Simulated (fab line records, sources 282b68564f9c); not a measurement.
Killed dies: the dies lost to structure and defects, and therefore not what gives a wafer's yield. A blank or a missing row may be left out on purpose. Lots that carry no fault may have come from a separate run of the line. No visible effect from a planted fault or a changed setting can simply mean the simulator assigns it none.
fab line records -- flow rit-cmos
record: lots: 5, wafers: 15, last-day: 7
route steps=202 shown REOX@98 NLDD@103
lots that met no fault: taken from a fault-free run of the same line
start-h: hours from the record's first day to the start of the lot's first wafer shown -- wait-h: time in hours since the lot's previous step -- " identical to the entry in the row above -- L1.1+2: a single row standing in for several wafers -- - no value, or no start given -- * or withheld: withheld -- < > ~ a bound
route shown NAME@n: NAME is a module with steps in the file, n the number in the route of the first one -- usual: average and standard deviation across the fault-free wafers -- same: alike in all rows -- chamber/n: place in a boat -- sites: readings site by site -- _std_site: standard deviation across them -- _edge_site: mean of outer sites minus mean of inner sites -- radius-mm: for every site, how far away it sits from the centre of the wafer -- mask NAME#n: copy n -- behind: the tool/chamber that last shaped the wafer -- hold: reason for holding the lot/hours on hold/outcome of the hold -- device: the transistor (n, p or np) that didn't switch -- end of line: at the end of the route, the tests of the same wafers -- for a step that has no rows: nothing shown but its recipe -- killed: the dies lost at the first sort to structure and to defects; this is not the yield of the wafer -- map: per-die view of a wafer (x killed, . not killed, _ where there is no die)
set.NAME: the run value of the setting; set.NAME@STEP: its run value at that earlier step -- model.NAME: the simulator's own value behind a step, which no gauge read
certain route steps with their lots: each step a table, each wafer a row
services: when a tool's chamber went out of use (start-h, in hours from the record's first day, below 0 if earlier), for how many hours, and the reason
== steps ==
step: RIT_REOX_CLEAN_00
recipe: chemistry: SC1, mix: 3:3:50, time-s: 600, temp-c: 75
lot.wafer,tool,chamber,start-h,wait-h
L076.4+5+6,wet-bench-02,1,52.35,0.0
L077.1+4+6,wet-bench-01,3,60.94,0.1
L091.1+2+5,wet-bench-02,0,138.43,0.1
L096.2+5+6,wet-bench-01,2,155.07,0.1
L097.3+4+6,wet-bench-02,1,158.54,0.1
step: RIT_REOX_CLEAN_01
recipe: chemistry: dHF, dilution: 50:1, time-s: 29.24
lot.wafer,tool,chamber,start-h,wait-h
L076.4+5+6,wet-bench-01,0,52.54,0.0
L077.1+4+6,wet-bench-02,0,61.12,0.0
L091.1+2+5,wet-bench-03,0,138.71,0.1
L096.2+5+6,wet-bench-03,1,155.25,0.0
L097.3+4+6,wet-bench-01,0,158.89,0.0
step: RIT_REOX_CLEAN_02
recipe: chemistry: SC2, mix: 3:3:50, time-s: 600, temp-c: 75, dry: n2-spin
lot.wafer,tool,chamber,start-h,wait-h
L076.4+5+6,wet-bench-02,3,52.56,0.0
L077.1+4+6,wet-bench-01,2,61.13,0.0
L091.1+2+5,wet-bench-03,3,138.73,0.0
L096.2+5+6,wet-bench-01,1,155.26,0.0
L097.3+4+6,wet-bench-02,2,158.90,0.0
step: RIT_REOX_OXIDATION_03
recipe: temp-c: 900, ambient: O2, target-thk-a: 252, ox-time-s: 5580
usual: spike-tc-source-C: 923.3/1.4, tube_center_temp_C_max: 902.3/0.45, zone-power-source-pct: 26.0/0.99
lot.wafer,tool,chamber,start-h,wait-h,spike-tc-source-C,tube_center_temp_C_max,zone-power-source-pct
L076.4,furnace-01,0,52.75,0.0,922.4,902.2,26.3
L076.5,furnace-01,0,52.75,0.0,923.4,902.8,26.7
L076.6,furnace-01,0,52.75,0.0,925.9,901.9,26.6
L077.1,furnace-01,0,61.31,0.0,924.4,901.5,26.8
L077.4,furnace-01,0,61.31,0.0,923.6,902.5,26.0
L077.6,furnace-01,0,61.31,0.0,923.6,902.2,26.8
L091.1,furnace-01,0,138.92,0.0,923.6,902.0,26.8
L091.2,furnace-01,0,138.92,0.0,923.6,901.9,26.3
L091.5,furnace-01,0,138.92,0.0,923.7,903.8,26.8
L096.2,furnace-01,0,156.62,1.2,926.2,901.7,26.9
L096.5,furnace-01,0,156.62,1.2,923.4,902.9,26.8
L096.6,furnace-01,0,156.62,1.2,924.2,902.4,26.5
L097.3,furnace-01,0,159.25,0.0,922.6,902.3,27.0
L097.4,furnace-01,0,159.25,0.0,925.3,902.1,26.7
L097.6,furnace-01,0,159.25,0.0,925.0,902.4,26.3
step: RIT_REOX_THK_MEAS_04
recipe: reads: SiO2_of_REOX_OXIDATION_03
usual: REOX_OXIDE_THK: 25.4/0.52
lot.wafer,tool,chamber,start-h,wait-h,REOX_OXIDE_THK[nm]
L076.4,film-metro-01,-,55.33,0.0,25.1
L076.5,film-metro-01,-,55.33,0.0,24.8
L076.6,film-metro-01,-,55.33,0.0,24.4
L077.1,film-metro-01,-,63.86,0.0,25.9
L077.4,film-metro-01,-,63.86,0.0,25.7
L077.6,film-metro-01,-,63.86,0.0,26.1
L091.1,film-metro-04,-,141.47,0.0,26.1
L091.2,film-metro-04,-,141.47,0.0,25.6
L091.5,film-metro-04,-,141.47,0.0,26.1
L096.2,film-metro-02,-,159.18,0.0,25.2
L096.5,film-metro-02,-,159.18,0.0,25.0
L096.6,film-metro-02,-,159.18,0.0,24.5
L097.3,film-metro-01,-,161.82,0.0,24.9
L097.4,film-metro-01,-,161.82,0.0,25.3
L097.6,film-metro-01,-,161.82,0.0,25.2
step: RIT_NLDD_HMDS_00
recipe: prime-time-s: 60, prime-temp-c: 140
lot.wafer,tool,chamber,start-h,wait-h
L076.4+5+6,litho-track-04,0,55.44,0.1
L077.1+4+6,litho-track-03,0,63.96,0.1
L091.1+2+5,litho-track-03,0,141.53,0.1
L096.2+5+6,litho-track-02,0,159.25,0.1
L097.3+4+6,litho-track-02,0,161.91,0.1
step: RIT_NLDD_COAT_01
recipe: resist: NOVOLAK, spin-rpm: 3250, resist-thk-nm: 1000
lot.wafer,tool,chamber,start-h,wait-h
L076.4+5+6,litho-track-04,0,55.59,0.1
L077.1+4+6,litho-track-03,0,64.11,0.1
L091.1+2+5,litho-track-03,0,141.68,0.1
L096.2+5+6,litho-track-02,0,159.40,0.1
L097.3+4+6,litho-track-02,0,162.06,0.1
step: RIT_NLDD_SOFTBAKE_02
recipe: resist: NOVOLAK, temp-c: 90, time-s: 60
lot.wafer,tool,chamber,start-h,wait-h
L076.4+5+6,litho-track-04,0,55.74,0.1
L077.1+4+6,litho-track-03,0,64.26,0.1
L091.1+2+5,litho-track-03,0,141.83,0.1
L096.2+5+6,litho-track-02,0,159.55,0.1
L097.3+4+6,litho-track-02,0,162.21,0.1
step: RIT_NLDD_EXPOSE_03
recipe: mask-id: M7, na: 0.57, target-cd-nm: 40700, dose-mj: 250
same: na: 0.57
lot.wafer,tool,chamber,start-h,wait-h,mask
L076.4+5+6,iline-stepper-02,0,56.28,0.5,M7#0
L077.1+4+6,iline-stepper-01,0,64.54,0.2,M7#0
L091.1+2+5,iline-stepper-01,0,141.98,0.1,M7#0
L096.2+5+6,iline-stepper-02,0,159.70,0.1,M7#0
L097.3+4+6,iline-stepper-02,0,162.35,0.1,M7#0
step: RIT_NLDD_PEB_04
recipe: resist: NOVOLAK, temp-c: withheld, time-s: withheld
lot.wafer,tool,chamber,start-h,wait-h
L076.4+5+6,litho-track-02,0,56.41,0.1
L077.1+4+6,litho-track-04,0,64.65,0.1
L091.1+2+5,litho-track-02,0,142.09,0.1
L096.2+5+6,litho-track-04,0,159.84,0.1
L097.3+4+6,litho-track-03,0,162.48,0.1
step: RIT_NLDD_DEVELOP_05
recipe: resist: NOVOLAK, develop-time-s: 50, dev-temp-c: 23
lot.wafer,tool,chamber,start-h,wait-h
L076.4+5+6,litho-track-02,0,-,-
L077.1+4+6,litho-track-04,0,-,-
L091.1+2+5,litho-track-02,0,-,-
L096.2+5+6,litho-track-04,0,-,-
L097.3+4+6,litho-track-03,0,-,-
== services ==
tool,chamber,start-h,hours,kind
iline-stepper-01,-,51.70,3.5,repair
iline-stepper-01,-,77.96,0.8,repair
iline-stepper-02,-,99.40,1.7,pm
== key ==
fault none
